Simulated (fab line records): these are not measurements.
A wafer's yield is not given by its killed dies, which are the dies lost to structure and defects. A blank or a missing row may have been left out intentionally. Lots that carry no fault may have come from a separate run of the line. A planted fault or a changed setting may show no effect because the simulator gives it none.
Check for tools in common | flow berkeley_cmos170 | 14 lots and 42 wafers in the sample

== THE REASON FOR OPENING IT ==
UCB170_NWELL_TW_MEAS_16, reading NWELL_TW: flagged on 2 of 14 lots. Wafers without a fault read 1246, standard deviation 5.9.
Rule: a lot is flagged when every wafer of it that has a number lies more than 4 standard deviations from that mean, or none has a number. As for the other lots, they are considered sound.

lot  | measured    | on            | NWELL_TW, wafer by wafer | flag
L742 | day 2 21:11 | film_metro-03 | 1244 1246 1253           |
L745 | day 3 05:26 | film_metro-03 | 1242 1237 1246           |
L746 | day 3 18:09 | film_metro-02 | 1245 1245 1241           |
L747 | day 4 07:02 | film_metro-01 | 1238 1237 1238           |
L748 | day 4 07:08 | film_metro-02 | 1247 1251 1250           |
L749 | day 4 12:25 | film_metro-02 | 1246 1248 1246           |
L750 | day 4 12:44 | film_metro-01 | 1243 1234 1246           |
L751 | day 4 22:08 | film_metro-02 | 1244 1250 1253           |
L754 | day 5 02:36 | film_metro-03 | 1243 1249 1242           |
L757 | day 6 02:20 | film_metro-03 | 417 431 409              | FLAGGED
L758 | day 6 02:37 | film_metro-01 | 385 383 377              | FLAGGED
L761 | day 6 19:15 | film_metro-03 | 1236 1238 1241           |
L762 | day 7 06:35 | film_metro-02 | 1252 1255 1244           |
L764 | day 7 06:46 | film_metro-02 | 1253 1253 1250           |
The numbers of the flagged lots are 400 on average: -846 against the usual, or -99 or more standard deviations.

== WHICH TOOL EACH LOT WENT THROUGH ==
The record holds 1 process step before the reading, out of a route of 331 steps. Each cell gives the tool, then ch followed by the chambers the sampled wafers passed through, then the start.
lot  | flag    | UCB170_NWELL_DEVELOP_11
L742 |         | litho_track-02 ch 0, day 2 20:00
L745 |         | litho_track-04 ch 0, day 3 04:00
L746 |         | litho_track-01 ch 0, day 3 17:00
L747 |         | litho_track-02 ch 0, day 4 06:00
L748 |         | litho_track-04 ch 0, day 4 06:00
L749 |         | litho_track-02 ch 0, day 4 11:00
L750 |         | litho_track-04 ch 0, day 4 12:00
L751 |         | litho_track-02 ch 0, day 4 21:00
L754 |         | litho_track-04 ch 0, day 5 02:00
L757 | FLAGGED | litho_track-04 ch 0, day 6 01:00
L758 | FLAGGED | litho_track-04 ch 0, day 6 02:00
L761 |         | litho_track-01 ch 0, day 6 18:00
L762 |         | litho_track-02 ch 0, day 7 06:00
L764 |         | litho_track-01 ch 0, day 7 06:00
What these steps do:
- UCB170_NWELL_DEVELOP_11: develop time 45 s.
- UCB170_NWELL_TW_MEAS_16

== FLAGGED OVER TOTAL, TOOL BY TOOL (the gauges that took the reading come last) ==
step                    | tool           | lots run | flagged | share of the flagged lots | sound lots run after its first flagged lot
UCB170_NWELL_DEVELOP_11 | litho_track-01 | 3        | 0       | none                      | -
UCB170_NWELL_DEVELOP_11 | litho_track-02 | 5        | 0       | none                      | -
UCB170_NWELL_DEVELOP_11 | litho_track-04 | 6        | 2       | all                       | 0
UCB170_NWELL_TW_MEAS_16 | film_metro-01  | 3        | 1       | some                      | 0
UCB170_NWELL_TW_MEAS_16 | film_metro-02  | 6        | 0       | none                      | -
UCB170_NWELL_TW_MEAS_16 | film_metro-03  | 5        | 1       | some                      | 1 (L761)

== WHAT THE TABLE ALLOWS ==
All flagged lots share 1 row of the table, namely litho_track-04 at UCB170_NWELL_DEVELOP_11.
- litho_track-04 at UCB170_NWELL_DEVELOP_11: 2 of its 6 lots flagged. Last sound lot L754 at day 5 02:00, first flagged lot L757 at day 6 01:00; a fault beginning in between fits.
litho_track-04 at UCB170_NWELL_DEVELOP_11 is the single tool remaining.

== WHAT THE SIMULATOR HAD PUT IN ==
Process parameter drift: litho_track-04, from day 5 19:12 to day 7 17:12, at UCB170_NWELL_DEVELOP_11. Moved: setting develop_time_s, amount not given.
Struck lots among those shown: L757, L758. This agrees with what the rule above found.
